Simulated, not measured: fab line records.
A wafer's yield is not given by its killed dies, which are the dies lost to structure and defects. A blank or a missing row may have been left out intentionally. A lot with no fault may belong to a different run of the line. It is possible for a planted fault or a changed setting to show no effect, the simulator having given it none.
Problem report in the 8D (eight disciplines) form, filled by code ; flow berkeleyCmos170 ; the parts of the form that need people (team, actions taken, sign-off) are left out

## 1. THE PROBLEM
Mean of cathodeDcPowerW at UCB170_SILICIDE_SPUTTER_01: 1445.0 W across 2 wafers in 2 lots; on wafers with no fault it is 1500.0 W (standard deviation 0.28). That is -99 or more standard deviations from the usual mean.
The step: material Ti, target thk 30 nm, time 25 s.
First observed at day 10 01:50: wafer L710.6, on pvdSputter-04. The record has a number at this step for 42 wafers belonging to 14 lots. The rule behind "out" and "out of limits": a value lying over 4 standard deviations away from the usual mean. Any other wafer with a number is counted as sound.

## 2. WHAT IT IS, WHAT IT ISN'T
question;is;is not
which readings at this step;cathodeDcPowerW;throttleValvePct
which lots;L710, L712;L699, L700, L701, L703, L704, L705, L707, L713, L717, L718, L720, L722
which wafers of those lots;L710.6, L712.6;L710.2, L710.4, L712.2, L712.3
read on which tools;pvdSputter-04;pvdSputter-01, pvdSputter-03
when;from day 10 01:50;"up to then (23 sound wafers); but 17 sound wafers of L712, L713, L717, L718, L720, L722 came after"

## 3. SUSPECTS, AND WHAT RULES EACH OUT
Counting: if a tool at a process step up to the reading ran every lot that is out, it stays a suspect. Sound lots after the first of them don't rule it out here, since some wafers of a struck lot are sound.
- pvdSputter-04 at UCB170_SILICIDE_SPUTTER_01 (material Ti, target thk 30 nm, time 25 s): kept. It ran every lot that is out, first L710 (day 10 01:50); its last sound lot up to then is L703 (day 9 01:35). Its own readings are out on those wafers: cathodeDcPowerW.
The count leaves pvdSputter-04 at UCB170_SILICIDE_SPUTTER_01.

## 4. THE CAUSE (what the simulator had put in)
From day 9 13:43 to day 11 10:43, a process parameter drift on pvdSputter-04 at UCB170_SILICIDE_SPUTTER_01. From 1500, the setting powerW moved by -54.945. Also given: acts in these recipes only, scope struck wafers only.
The count eliminated every tool but this one.

## 5. SEQUENCE OF EFFECTS, ordered by route
Each row: a reading where the mean over the struck wafers with a number is more than 3 standard deviations away from the usual. Scope: only readings with a usual standard deviation given in the record; hours: median across lots of the time from each lot's start at the first step in this table that gives one to its start at this step; sigmas: change in usual standard deviations.
hours;step;reading;usual;on struck wafers;change;sigmas
0;UCB170_SILICIDE_SPUTTER_01;cathodeDcPowerW;1500.0 W;1445.0;-55.0;-99 or more
0;UCB170_SILICIDE_RS_MEAS_02;SILICIDE_TI_RS;26.2 ohm/sq;27.2;+1.1;+3.0
22;UCB170_M3_PROBE_99;killed_at_M0_to_M3;0.9;4.0;+3.1;+3.3
Process steps it contains:
- UCB170_SILICIDE_SPUTTER_01: material Ti, target thk 30 nm, time 25 s.
- UCB170_M3_PROBE_99
At these later measuring or inspecting steps, every struck wafer for which the step has a row has a number for every such reading, and none has moved that far: UCB170_SILICIDE_THK_MEAS_03, UCB170_CONTACT_CD_MEAS_15.

## 6. HOW IT WOULD HAVE BEEN CAUGHT EARLIER
In this record the first reading out of limits was taken at day 10 01:50, 12 hours after the fault began at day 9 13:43.
